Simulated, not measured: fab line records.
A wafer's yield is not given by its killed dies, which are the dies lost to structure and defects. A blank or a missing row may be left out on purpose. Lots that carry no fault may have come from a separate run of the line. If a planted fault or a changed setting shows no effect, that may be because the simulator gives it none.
8D (eight disciplines) problem report, filled in by code | flow rit-cmos | the parts of the form that need people (team, actions taken, sign-off) are left out

== 1. PROBLEM STATEMENT ==
Wafers without a fault read 34.56 W, standard deviation 0.051; heater-power-total-W at RIT_CONTACT_SOFTBAKE_04 reads a mean of 36.38 W on 6 wafers belonging to 2 lots. That is +36 standard deviations from the usual mean.
The step: time 60 s.
First observed at day 4 23:50: wafer L130.2, on litho-track-04. Wafers with a number at this step in the record: 18, from 6 lots. The rule behind "out" and "out of limits": a value lying over 4 standard deviations away from the usual mean. The rest of the wafers with a number are treated as sound.

== 2. WHAT IT IS, AND WHAT IT ISN'T ==
question                    | is                                 | is not
which readings at this step | heater-power-total-W, plate-temp-C | -
which lots                  | L130, L131                         | L121, L123, L139, L143
which wafers of those lots  | all that have a number             | -
read on which tools         | litho-track-04                     | litho-track-02, litho-track-03
when                        | from day 4 23:50                   | up to then (6 sound wafers); but 6 sound wafers of L139, L143 came after

== 3. THE SUSPECTS, EACH WITH WHAT RULES IT OUT ==
Counting: any tool at a process step up to the reading is kept as a suspect provided that every lot that is out went through it and no sound lot did after the first of them.
- litho-track-04 at RIT_CONTACT_SOFTBAKE_04 (time 60 s): kept. Every lot that is out went through it, starting with L130 (day 4 23:50), and after that it ran no sound lot; the last sound lot it ran before then is L121 (day 3 02:14). Its own heater-power-total-W, plate-temp-C readings are out on those wafers.
After counting, what remains is litho-track-04 at RIT_CONTACT_SOFTBAKE_04.

== 4. THE CAUSE (what the simulator had put in) ==
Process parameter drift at RIT_CONTACT_SOFTBAKE_04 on litho-track-04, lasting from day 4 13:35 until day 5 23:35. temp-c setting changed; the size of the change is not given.
After counting, this tool was the only one left.

== 5. THE CHAIN OF EFFECTS, in route order ==
One row per reading whose mean, taken over the struck wafers that have a number, lies over 3 standard deviations from the usual. Only readings whose record carries a usual standard deviation are examined. hours: median over the lots of the time between each lot's start at the first step of this table that gives one and its start at this step. sigmas: the change, counted in usual standard deviations.
hours | step                    | reading              | usual   | on struck wafers | change | sigmas
0     | RIT_CONTACT_SOFTBAKE_04 | heater-power-total-W | 34.56 W | 36.38            | +1.82  | +36
0     | RIT_CONTACT_SOFTBAKE_04 | plate-temp-C         | 89.99 C | 93.39            | +3.40  | +26
Here are the process steps it includes:
- RIT_CONTACT_SOFTBAKE_04: time 60 s.
At these later measuring or inspecting steps, every struck wafer for which the step has a row has a number for every such reading, and none has moved that far: RIT_CONTACT_CD_MEAS_08.

== 6. HOW IT WOULD HAVE BEEN CAUGHT EARLIER ==
In this record no reading fell out of limits until day 4 23:50, 10 hours after the fault had begun at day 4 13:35.
